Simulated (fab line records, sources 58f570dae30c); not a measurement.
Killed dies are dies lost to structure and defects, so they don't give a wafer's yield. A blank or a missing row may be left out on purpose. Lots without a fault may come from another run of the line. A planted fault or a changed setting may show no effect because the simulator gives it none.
One fault seen from 2 desks | flow berkeley_cmos170 | each desk has only its own numbers; what lay behind them comes last

THE METROLOGY DESK
What the gauges read, lot by lot, whatever tool the lot ran on: means of the sampled wafers that have a number. A lot is out of limits, marked OUT, if its mean lies more than 4 standard deviations from the usual mean; the brackets give that distance.
Columns: A = PWELL_NITRIDE_THK at UCB170_PWELL_THK_MEAS_06, usual 220.3 nm; B = NSD_TW at UCB170_NSD_TW_MEAS_10, usual 4149; C = NSD_RS at UCB170_SDANNEAL_RS_MEAS_03, usual 37.29 ohm/sq
lot  | first seen here | A     | B               | C
L220 | day 2 21:19     | 219.9 | 4138            | 37.37
L222 | day 3 06:34     | 221.5 | 4172            | 37.24
L223 | day 3 12:55     | 224.0 | 4183            | 37.20
L225 | day 3 23:41     | 218.8 | 4176            | 37.23
L227 | day 4 05:23     | 220.5 | 4165            | 37.48
L228 | day 4 21:36     | 217.9 | 4124            | 37.25
L229 | day 5 07:49     | 222.9 | 4160            | 37.39
L230 | day 5 07:52     | 220.5 | 4172            | 37.40
L232 | day 5 15:47     | 222.7 | 4136            | 37.25
L234 | day 6 03:07     | 219.0 | 4104            | 37.39
L238 | day 6 16:59     | 222.0 | 4002 (-5.4) OUT | 42.72 (+54) OUT
L240 | day 7 00:14     | 220.6 | 4058            | 42.72 (+54) OUT
L241 | day 7 07:01     | 218.7 | 4154            | 37.17
L242 | day 7 13:38     | 221.1 | 4126            | 37.24
This desk's finding: out of limits on L238, L240; first on L238, day 10 02:37 (NSD_TW at UCB170_NSD_TW_MEAS_10). In limits: L220, L222, L223, L225, L227, L228, L229, L230, L232, L234, L241, L242.

THE TOOL OWNER'S DESK: implanter-04
The tool's own readings at UCB170_NSD_IMPLANT_08: means of the sampled wafers that have a number, for each lot that ran on this tool. A lot is out of limits, marked OUT, if its mean lies more than 4 standard deviations from the usual mean; the brackets give that distance.
Columns: A = beam_on_s at UCB170_NSD_IMPLANT_08, usual 9.99 s; B = faraday_current_uA at UCB170_NSD_IMPLANT_08, usual 9269
lot  | first seen here | A              | B
L223 | day 7 03:20     | 10.03          | 9208
L227 | day 7 22:32     | 10.12          | 9140
L229 | day 9 02:17     | 9.93           | 9332
L232 | day 9 11:08     | 9.97           | 9286
L238 | day 10 02:23    | 7.61 (-12) OUT | 12141 (+16) OUT
L240 | day 11 01:08    | 7.67 (-12) OUT | 12051 (+15) OUT
This desk's finding: out of limits on L238, L240; first on L238, day 10 02:23 (beam_on_s at UCB170_NSD_IMPLANT_08). In limits: L223, L227, L229, L232.

PUT TOGETHER
The tool owner's desk could have raised an alarm at day 10 02:23, on L238, L240.
The metrology desk could have raised an alarm at day 10 02:37, on L238, L240.
Of the lots named, all ran UCB170_NSD_IMPLANT_08 on implanter-04.

WHAT THE SIMULATOR HAD PUT IN
Process parameter drift: implanter-04, from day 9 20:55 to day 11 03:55, at UCB170_NSD_IMPLANT_08. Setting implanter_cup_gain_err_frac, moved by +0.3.
Lots struck among those shown: L238, L240.
Hours from the fault's start to each desk's first reading out of limits: the tool owner's desk, 5; the metrology desk, 6.
